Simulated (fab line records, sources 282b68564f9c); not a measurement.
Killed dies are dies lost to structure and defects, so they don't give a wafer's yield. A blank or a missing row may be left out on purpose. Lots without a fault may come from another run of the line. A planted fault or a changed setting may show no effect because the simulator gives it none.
Split-lot experiment | flow rit_cmos | 5 lots, 23 wafers read, on a route of 202 steps

THE SPLIT
At RIT_M1_SPUTTER_00 (material Al, target thk 400 nm, time 500 s), the setting time_s was moved away from the recipe's 500 s on 10 of the 23 wafers read, by -12.5% to +11.0%. The other wafers ran this setting at the recipe's value.

FROM THE SPLIT TO THE READING: what the file shows between them, 7 steps
- RIT_M1_RS_MEAS_01: measures by four-point-probe
- RIT_M1_THK_MEAS_02: measures by xrf
- RIT_M1_EXPOSE_06: exposes mask M12, target cd 2600 nm (also split here: dose_mj)
- RIT_M1_PEB_07
- RIT_M1_DEVELOP_08: develop time 68 s
- RIT_M1_CD_MEAS_09: target cd 2600 nm
- RIT_M1_HARDBAKE_11: time 120 s

THE READING
oes_product_au, in a.u., at RIT_M1_METAL_ETCH_12 (etches Al in Cl2/BCl3, stops on SiO2, time 165 s, target depth 600 nm). Fault-free wafers of this fab line usually give 0.773 a.u., standard deviation 0.014 a.u..

wafer  | tool, chamber at the split | time_s as run, s | against the recipe | oes_product_au, a.u. | against lot-mates on the recipe
L076.1 | pvd_sputter-04, -          | 437.5            | -12.5%             | 0.695                | -0.069
L076.2 | pvd_sputter-04, -          | 437.5            | -12.5%             | 0.716                | -0.048
L076.3 | pvd_sputter-04, -          | 500              | recipe             | 0.753                | -
L076.4 | pvd_sputter-04, -          | 500              | recipe             | 0.771                | -
L076.5 | pvd_sputter-04, -          | 500              | recipe             | 0.769                | -
L078.1 | pvd_sputter-04, -          | 500              | recipe             | 0.771                | -
L078.2 | pvd_sputter-04, -          | 547.3            | +9.5%              | 0.790                | +0.026
L078.4 | pvd_sputter-04, -          | 547.3            | +9.5%              | 0.817                | +0.053
L078.5 | pvd_sputter-04, -          | 547.3            | +9.5%              | 0.817                | +0.053
L078.6 | pvd_sputter-04, -          | 500              | recipe             | 0.757                | -
L080.1 | pvd_sputter-04, -          | 500              | recipe             | 0.792                | -
L080.2 | pvd_sputter-04, -          | 549.2            | +9.8%              | 0.820                | +0.026
L080.3 | pvd_sputter-04, -          | 549.2            | +9.8%              | 0.842                | +0.048
L080.4 | pvd_sputter-04, -          | 500              | recipe             | 0.795                | -
L080.6 | pvd_sputter-04, -          | 549.2            | +9.8%              | 0.837                | +0.043
L081.2 | pvd_sputter-01, -          | 500              | recipe             | 0.769                | -
L081.3 | pvd_sputter-01, -          | 500              | recipe             | 0.785                | -
L081.6 | pvd_sputter-01, -          | 500              | recipe             | 0.765                | -
L083.1 | pvd_sputter-01, -          | 555.1            | +11.0%             | 0.846                | +0.058
L083.2 | pvd_sputter-01, -          | 500              | recipe             | 0.783                | -
L083.3 | pvd_sputter-01, -          | 500              | recipe             | 0.801                | -
L083.4 | pvd_sputter-01, -          | 500              | recipe             | 0.779                | -
L083.6 | pvd_sputter-01, -          | 555.1            | +11.0%             | 0.834                | +0.046

THE FIT
A straight line over all 23 wafers: oes_product_au changes by +0.00524 a.u. for each +1% of time_s; r = +0.92; the points scatter about the line by 0.015 a.u..
The same after taking each lot's own level away (the mean of its wafers on the recipe; 23 wafers): +0.00455 a.u. for each +1%; r = +0.96; scatter 0.0096 a.u..
On that fit, the largest move of time_s shifts the reading by 0.057 a.u..
The lots' own levels span 0.7640 to 0.7935 a.u., that is 2.1 times the standard deviation above.
So the lot-to-lot level changes the slope: the two fits differ.
Check: with one of the wafers moved furthest among these (-12.5%) left out of the fit, the line predicts -0.053 a.u. for it against its lot-mates. It came out at -0.0693 a.u. against them.

OTHER SPLITS ON THESE WAFERS
These wafers also went through other splits before the reading. Each is held against what the fit with the lots' levels taken away leaves over:
other split on the same wafers        | wafers away from the commonest value | r with oes_product_au (lot level and that fit taken away)
RIT_CONTACT_DEVELOP_07 develop_time_s | 11                                   | +0.07
RIT_M1_EXPOSE_06 dose_mj              | 9                                    | +0.29

THE WHOLE CHAIN: every reading that the file lists as answering this split, in the file's order
step                 | what it does                                                          | reading                                                                     | change (the file's fit)                   | r (the file's)
RIT_M1_SPUTTER_00    | material Al, target thk 400 nm, time 500 s                            | Al_of_M1_SPUTTER_00.thk_nm (the simulator's own value, which no gauge read) | +3.98 nm for each +1% of the setting      | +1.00
RIT_M1_RS_MEAS_01    | measures by four-point-probe                                          | M1_AL_RS                                                                    | -0.000748 for each +1% of the setting     | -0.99
RIT_M1_THK_MEAS_02   | measures by xrf                                                       | M1_AL_THK                                                                   | +3.93 for each +1% of the setting         | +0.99
RIT_M1_METAL_ETCH_12 | etches Al in Cl2/BCl3, stops on SiO2, time 165 s, target depth 600 nm | oes_product_au                                                              | +0.00456 a.u. for each +1% of the setting | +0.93

THE FILE'S OWN FIT
oes_product_au changes by +0.00456 a.u. for each +1% of time_s, r = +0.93.
